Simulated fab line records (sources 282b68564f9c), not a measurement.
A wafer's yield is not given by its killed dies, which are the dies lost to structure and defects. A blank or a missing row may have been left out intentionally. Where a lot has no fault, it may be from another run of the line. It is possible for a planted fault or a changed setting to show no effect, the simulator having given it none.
A struck lot beside a sound one / flow rit cmos / 18 steps out of a route of 202
Sound: the wafers L229.1, L229.4, L229.6. Wafers struck: L236.1, L236.5, L236.6. The cause comes at the end.
For every step that has rows: the tool of each side, followed by ch and its chambers, followed by its first start. Under that, the readings that differ: sound wafers / struck wafers / difference of the means / sigmas: that difference in standard deviations of wafers without a fault.
alike: readings whose means differ by less than 2 such deviations, and words and numbers that are the same on both sides. not compared: withheld readings, readings that some wafer has no value for, bounds like >300 that may hide the same value, and numbers for which the record gives no deviation and whose values overlap.
A row with sigmas, a row that says differs or no value, or rows on one side alone: a step with any of these is where the two part. Numbers that don't overlap but have no deviation are shown without sigmas and don't part them. A reading that every wafer of one side lacks parts them only if that side has two wafers or more.

first, 1 step without rows for these wafers: RIT_GATE_CLEAN_04 (cleans in dHF, time 60 s).
RIT_FOX2_THK_MEAS_91:
  sound on film metro-02 at day 3 00:32; struck on film metro-01 at day 4 16:23
  alike: FIELD_OXIDE_LEFT_2_THK
then, 2 steps without rows for these wafers: RIT_GATE_OXIDATION_05 (target thk 3 nm, ox time 270 s); RIT_GATE_ANNEAL_06 (time 600 s).
RIT_GATE_THK_MEAS_07:
  sound on film metro-01 at day 3 01:55; struck on film metro-03 at day 4 20:11
  alike: GATE_OXIDE_THK
then, 1 step without rows for these wafers: RIT_GATE_CVD_08 (deposits poly-Si from SiH4, target thk 250 nm, time 2220 s).
RIT_GATE_THK_MEAS_09:
  sound on film metro-01 at day 3 04:30; struck on film metro-02 at day 4 21:52
  alike: GATE_POLY_THK
then, 5 steps without rows for these wafers: RIT_GATE_HMDS_10 (prime time 60 s); RIT_GATE_COAT_11 (resist thk 850 nm); RIT_GATE_SOFTBAKE_12 (time 60 s); RIT_GATE_EXPOSE_13 (exposes mask M6, target cd 150 nm); RIT_GATE_PEB_14.
RIT_GATE_DEVELOP_15: develop time 50 s.
  sound on litho track-01 ch 0, day 3 05:00; struck on litho track-04 ch 0, day 4 22:00
reading=developer temp C (C); sound=23.17 22.98 23.11; struck=20.83 20.59 20.64; difference=-2.40; sigmas=-24
RIT_GATE_OVL_MEAS_17:
  sound on overlay-02 at day 3 05:37; struck on overlay-02 at day 4 23:01
  alike: GATE_OVL
then, 1 step without rows for these wafers: RIT_GATE_HARDBAKE_18 (time 60 s).
RIT_GATE_ETCH_19: etches poly-Si in SF6/CHF3/O2, stops on SiO2, time 165 s, target depth 312.5 nm.
  sound on rie si-02 ch 1,2, day 3 05:47; struck on rie si-01 ch 0,1,2, day 4 23:12
reading=model.GATE.cd nm (nm); sound=149.2 149.2 149.6; struck=134.2 135 135.4; difference=-14.5; sigmas=
  alike: drypump motor current A, he backside leak sccm, oes product au, throttle valve pct
  not compared: rf hours counter h
RIT_GATE_STRIP_20: strips in O2, time 180 s.
  sound on plasma asher-02 ch 0,1, day 3 05:54; struck on plasma asher-01 ch 0,1, day 4 23:19
  alike: drypump motor current A, o2 flow sccm
  not compared: rf hours counter h
RIT_M1_PROBE_99:
  sound on prober-02 at day 4 01:36; struck on prober-01 at day 5 18:57
reading=model.etest.pmos_0p3.r on ohm um; sound=6598 6448 6640; struck=5761 5835 5899; difference=-730; sigmas=
reading=model.etest.pmos turned.r on ohm um; sound=3741 3721 3847; struck=3078 3138 3196; difference=-632; sigmas=
reading=model.etest.pmos_0p15.r on ohm um; sound=2930 2956 3013; struck=2356 2404 2453; difference=-562; sigmas=
reading=model.etest.nmos_0p3.r on ohm um; sound=2218 2232 2240; struck=1999 2030 2045; difference=-205; sigmas=
reading=model.etest.nmos_0p15.r on ohm um; sound=1183 1215 1221; struck=989.2 1013 1054; difference=-187.6; sigmas=
reading=model.etest.nmos_0p15.drive ua um; sound=453.8 457.9 441.6; struck=550.5 539.5 536.5; difference=+91.1; sigmas=
reading=model.etest.pmos_0p15.drive ua um; sound=239.2 243.4 234.6; struck=308.2 298.9 297.9; difference=+62.6; sigmas=
reading=model.etest.npoly line.line ohm um; sound=167.8 166.8 169.3; struck=201 197.5 198.4; difference=+31; sigmas=
  alike: killed_at_M0_to_M3, killed at contacts, killed at front end, killed dies, killed open, killed short

## WHERE THEY PART
At RIT_GATE_DEVELOP_15 and nowhere else, as far as this record goes. Later steps at which nothing parts them and some readings are alike: RIT_GATE_OVL_MEAS_17, RIT_GATE_ETCH_19, RIT_GATE_STRIP_20, RIT_M1_PROBE_99.

WHY: what had been put in by the simulator
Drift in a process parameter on litho track-04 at RIT_GATE_DEVELOP_15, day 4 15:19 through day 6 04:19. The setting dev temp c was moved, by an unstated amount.
